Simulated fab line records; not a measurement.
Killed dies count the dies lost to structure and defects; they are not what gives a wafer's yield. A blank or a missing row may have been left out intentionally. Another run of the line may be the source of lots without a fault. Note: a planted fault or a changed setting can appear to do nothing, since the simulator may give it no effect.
Which of the tools did it? ; flow berkeley cmos170 ; 45 wafers from 15 lots sampled at 6 of the route's 331 steps

WHAT THE GAUGES SHOWED, per wafer
UCB170_NSD_TW_MEAS_10. Usual: NSD_TW gives 4180 (standard deviation 26).
lot;measured;on;NSD_TW;flag
L583;day 7 03:47;film metro-04;4177 4187 4171;
L587;day 7 11:51;film metro-03;4185 4162 4170;
L589;day 7 21:19;film metro-04;4189 4201 4194;
L588;day 7 21:46;film metro-03;4166 4190 4172;
L593;day 8 13:01;film metro-01;4208 4240 4221;
L590;day 8 12:16;film metro-01;4201 4184 4197;
L592;day 8 11:47;film metro-03;4185 4175 4185;
L594;day 8 22:43;film metro-03;4155 4161 4163;
L598;day 9 12:27;film metro-03;4170 4169 4148;
L600;day 10 00:06;film metro-01;4201 4195 4191;
L601;day 10 15:37;film metro-01;4202 4230 4202;
L603;day 10 22:08;film metro-04;4131 4156 4145;
L604;day 11 06:52;film metro-03;4121 4164 4142;
L605;day 11 07:35;film metro-03;4131 4137 4148;
L606;day 11 15:52;film metro-01;4184 4197 4178;

UCB170_M1_RS_MEAS_01: the measuring method here is four-point-probe. Usual: M1_AL_RS gives 0.0482 ohm/sq (standard deviation 0.00053).
lot;measured;on;M1_AL_RS (ohm/sq);flag
L583;day 7 12:01;film metro-03;0.0481 0.0480 0.0482;
L587;day 7 19:45;film metro-01;0.0479 0.0476 0.0481;
L589;day 8 07:13;film metro-04;0.0475 0.0476 0.0484;
L588;day 8 04:58;film metro-03;0.0483 0.0487 0.0491;
L593;day 8 21:51;film metro-03;0.0538 0.0475 0.0540;OFF
L590;day 8 19:29;film metro-03;0.0481 0.0541 0.0480;OFF
L592;day 8 19:40;film metro-04;0.0484 0.0479 0.0484;
L594;day 9 05:53;film metro-01;0.0542 0.0480 0.0478;OFF
L598;day 9 20:55;film metro-01;0.0486 0.0494 0.0490;
L600;day 10 08:38;film metro-01;0.0479 0.0479 0.0479;
L601;day 10 23:20;film metro-01;0.0481 0.0483 0.0483;
L603;day 11 04:51;film metro-01;0.0492 0.0487 0.0492;
L604;day 11 16:22;film metro-01;0.0493 0.0492 0.0484;
L605;day 11 16:04;film metro-03;0.0488 0.0484 0.0484;
L606;day 11 23:08;film metro-03;0.0473 0.0471 0.0478;

UCB170_M1_THK_MEAS_02: measures by xrf. Usual: M1_AL_THK gives 602 nm (standard deviation 6.7).
lot;measured;on;M1_AL_THK (nm);flag
L583;day 7 12:08;film metro-03;605 607 604;
L587;day 7 19:52;film metro-01;608 612 607;
L589;day 8 07:20;film metro-04;610 611 601;
L588;day 8 05:05;film metro-03;600 596 591;
L593;day 8 21:57;film metro-03;539 608 539;OFF
L590;day 8 19:37;film metro-03;602 539 608;
L592;day 8 19:47;film metro-04;602 608 601;
L594;day 9 06:00;film metro-01;537 606 609;
L598;day 9 21:02;film metro-01;597 592 595;
L600;day 10 08:45;film metro-01;607 608 612;
L601;day 10 23:28;film metro-01;603 603 604;
L603;day 11 04:58;film metro-01;594 602 591;
L604;day 11 16:29;film metro-01;594 593 602;
L605;day 11 16:11;film metro-03;586 596 592;
L606;day 11 23:15;film metro-03;607 605 602;

UCB170_M1_CD_MEAS_09: target cd 700 nm. Usual: cd nm reads 699.9 nm (standard deviation 1.3).
lot;measured;on;cd nm (nm);flag
L583;day 7 13:37;cd sem-02;699.9 700.8 700.0;
L587;day 7 20:46;cd sem-01;699.0 699.1 699.5;
L589;day 8 09:16;cd sem-01;699.8 699.5 699.9;
L588;day 8 06:07;cd sem-01;701.2 701.2 702.5;
L593;day 8 23:27;cd sem-02;699.2 699.9 699.3;
L590;day 8 20:50;cd sem-02;701.0 700.7 699.2;
L592;day 8 21:08;cd sem-01;702.3 700.9 701.0;
L594;day 9 07:14;cd sem-01;700.1 700.1 700.0;
L598;day 9 22:22;cd sem-02;699.8 699.2 701.2;
L600;day 10 09:47;cd sem-02;702.2 702.2 700.9;
L601;day 11 00:29;cd sem-01;700.3 700.2 701.4;
L603;day 11 06:09;cd sem-01;698.8 698.7 698.6;
L604;day 11 17:50;cd sem-01;700.5 697.9 699.8;
L605;day 11 17:17;cd sem-01;700.8 699.5 700.1;
L606;day 12 00:09;cd sem-02;698.2 698.8 700.3;

WHAT TOOL EACH LOT RAN ON (gives the tool, then ch and the chambers of the sampled wafers, and finally the start)
lot;UCB170_PVT_STRIP_08;UCB170_M1_SPUTTER_00
L583;plasma asher-02 ch 0,1, day 5 20:41;pvd sputter-01, day 7 11:57
L587;plasma asher-02 ch 0,1, day 6 11:02;pvd sputter-03, day 7 19:41
L589;plasma asher-03 ch 0,1, day 6 19:31;pvd sputter-03, day 8 07:08
L588;plasma asher-03 ch 0,1, day 6 19:47;pvd sputter-04, day 8 04:53
L593;plasma asher-02 ch 0,1, day 7 11:34;pvd sputter-03, day 8 21:44
L590;plasma asher-02 ch 0,1, day 7 11:46;pvd sputter-03, day 8 19:25
L592;plasma asher-04 ch 0,1, day 7 12:46;pvd sputter-01, day 8 19:37
L594;plasma asher-04 ch 1, day 7 19:26;pvd sputter-03, day 9 05:49
L598;plasma asher-02 ch 0,1, day 8 13:34;pvd sputter-01, day 9 20:50
L600;plasma asher-02 ch 0,1, day 8 23:20;pvd sputter-01, day 10 08:34
L601;plasma asher-03 ch 0,1, day 9 14:16;pvd sputter-01, day 10 23:17
L603;plasma asher-04 ch 0, day 9 18:08;pvd sputter-04, day 11 04:47
L604;plasma asher-03 ch 0,1, day 10 04:17;pvd sputter-04, day 11 16:19
L605;plasma asher-04 ch 0,1, day 10 04:34;pvd sputter-03, day 11 16:00
L606;plasma asher-04 ch 0,1, day 10 14:04;pvd sputter-01, day 11 23:04
- UCB170_PVT_STRIP_08: strips in O2.
- UCB170_M1_SPUTTER_00: material Al, target thk 600 nm, time 80 s.

AS READ BY THE TOOLS THEMSELVES (means over the sampled wafers that have a number; for cases with no such wafer, the mark the record gives instead)
UCB170_PVT_STRIP_08. Usual: drypump motor current A 5.5 A, standard deviation 0.51; oes product au 0.734 a.u., standard deviation 0.0043; strip time to endpoint s 21.66 s, standard deviation 0.072.
lot;tool;drypump motor current A (A);oes product au (a.u.);strip time to endpoint s (s);flag
L583;plasma asher-02;5.4;0.733;21.78;
L587;plasma asher-02;5.4;0.735;21.75;
L589;plasma asher-03;5.2;0.737;21.61;
L588;plasma asher-03;5.4;0.734;21.68;
L593;plasma asher-02;5.8;0.728;21.79;
L590;plasma asher-02;5.8;0.738;21.58;
L592;plasma asher-04;5.7;0.735;21.71;
L594;plasma asher-04;6.4;0.735;21.59;
L598;plasma asher-02;5.8;0.734;21.70;
L600;plasma asher-02;5.4;0.737;21.72;
L601;plasma asher-03;5.4;0.735;21.69;
L603;plasma asher-04;5.3;0.731;21.63;
L604;plasma asher-03;5.4;0.737;21.64;
L605;plasma asher-04;6.0;0.735;21.63;
L606;plasma asher-04;6.0;0.733;21.67;

UCB170_M1_SPUTTER_00. Usual: throttle valve pct reads 29.8 % (standard deviation 0.96).
lot;tool;throttle valve pct (%);flag
L583;pvd sputter-01;28.9;
L587;pvd sputter-03;29.7;
L589;pvd sputter-03;31.0;
L588;pvd sputter-04;30.1;
L593;pvd sputter-03;30.9;
L590;pvd sputter-03;30.9;
L592;pvd sputter-01;29.1;
L594;pvd sputter-03;31.0;
L598;pvd sputter-01;29.1;
L600;pvd sputter-01;29.2;
L601;pvd sputter-01;29.3;
L603;pvd sputter-04;29.3;
L604;pvd sputter-04;29.3;
L605;pvd sputter-03;31.0;
L606;pvd sputter-01;29.3;

THE ANSWER, worked out from the rows above alone
Rule: a lot counts as off when the mean over its wafers that have a number is more than 3 standard deviations away from the usual mean. A lot without any number at a reading at which 4 lots or more have one is off too. Where the step has rows for the other lots, those lots are counted as sound. The gauges are gone through in route order, then the tools' own readings, and for those a lot's mean is taken as printed above. The first step at which some lot is off is used, and at that step the reading that is off furthest; a lot without a number counts as furthest.
Off: L593, L590, L594, seen at UCB170_M1_RS_MEAS_01 (M1_AL_RS).
A tool fits if, at a process step before that reading, it ran every lot that is off, and no sound lot after the first of them. The gauges at UCB170_M1_RS_MEAS_01 are tried like those tools. Not one of the candidates tried fits.

WHAT THE SIMULATOR HAD PUT IN
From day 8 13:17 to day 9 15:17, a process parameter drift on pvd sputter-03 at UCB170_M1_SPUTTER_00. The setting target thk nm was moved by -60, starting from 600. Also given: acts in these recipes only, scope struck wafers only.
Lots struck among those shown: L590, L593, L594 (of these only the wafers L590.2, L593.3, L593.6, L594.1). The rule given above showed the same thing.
